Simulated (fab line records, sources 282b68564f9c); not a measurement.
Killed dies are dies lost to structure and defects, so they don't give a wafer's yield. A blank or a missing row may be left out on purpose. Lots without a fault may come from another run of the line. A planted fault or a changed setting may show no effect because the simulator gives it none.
One fault seen from 2 desks | flow rit_cmos | each desk has only its own numbers; what lay behind them comes last

THE TOOL OWNER'S DESK: rie_diel-03
The tool's own readings at RIT_CONTACT_ETCH_11 (etches SiO2 in CHF3/CF4/Ar, stops on TiSi2, target depth 480 nm, time 320 s): means of the sampled wafers that have a number, for each lot that ran on this tool. A lot is out of limits, marked OUT, if its mean lies more than 4 standard deviations from the usual mean; the brackets give that distance.
Columns: A = chamber_pressure_mTorr at RIT_CONTACT_ETCH_11, usual 100.00 mTorr; B = drypump_motor_current_A at RIT_CONTACT_ETCH_11, usual 5.9 A; C = mfc_ar_sccm at RIT_CONTACT_ETCH_11, usual 100.0 sccm; D = oes_product_au at RIT_CONTACT_ETCH_11, usual 0.991 a.u.; E = rf_fwd_power_W at RIT_CONTACT_ETCH_11, usual 199.6 W; F = throttle_valve_pct at RIT_CONTACT_ETCH_11, usual 8.83 %
lot  | first seen here | A      | B   | C     | D     | E               | F
L241 | day 3 15:50     | 100.10 | 5.5 | 100.0 | 0.994 | 199.2           | 8.72
L248 | day 5 03:22     | 99.98  | 5.7 | 100.3 | 1.012 | 231.7 (+51) OUT | 8.94
L249 | day 5 07:31     | 100.07 | 5.7 | 100.3 | 1.012 | 231.5 (+51) OUT | 8.93
This desk's finding: out of limits on L248, L249; first on L248, day 5 03:22 (rf_fwd_power_W at RIT_CONTACT_ETCH_11). In limits: L241.

THE METROLOGY DESK
What the gauges read, lot by lot, whatever tool the lot ran on: means of the sampled wafers that have a number. A lot is out of limits, marked OUT, if its mean lies more than 4 standard deviations from the usual mean; the brackets give that distance.
Columns: A = CONTACT_TEOS_THK at RIT_CONTACT_THK_MEAS_01, usual 399 nm; B = cd_nm at RIT_CONTACT_CD_MEAS_08, usual 1000.4 nm; C = CONTACT_OVL at RIT_CONTACT_OVL_MEAS_09, usual -0.5 nm
lot  | first seen here | A   | B      | C
L241 | day 3 14:31     | 398 | 998.7  | -1.7
L246 | day 4 15:31     | 397 | 1000.1 | -2.4
L248 | day 5 01:55     | 402 | 1000.4 | -1.2
L249 | day 5 06:11     | 398 | 997.6  | -1.8
L257 | day 7 16:01     | 396 | 1001.5 | 0.9
L261 | day 8 09:41     | 394 | 996.8  | -2.6
This desk's finding: nothing out of limits on any of the 6 lots.

PUT TOGETHER
The tool owner's desk could have raised an alarm at day 5 03:22, on L248, L249.
The metrology desk saw nothing out of limits.
The metrology desk has L248, L249 on record, within its limits.
Of the lots named, all ran RIT_CONTACT_ETCH_11 on rie_diel-03.

WHAT THE SIMULATOR HAD PUT IN
Process parameter drift: rie_diel-03, from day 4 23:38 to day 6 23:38, at RIT_CONTACT_ETCH_11. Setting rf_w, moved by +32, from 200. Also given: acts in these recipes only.
Lots struck among those shown: L248, L249.
Hours from the fault's start to each desk's first reading out of limits: the tool owner's desk, 4.
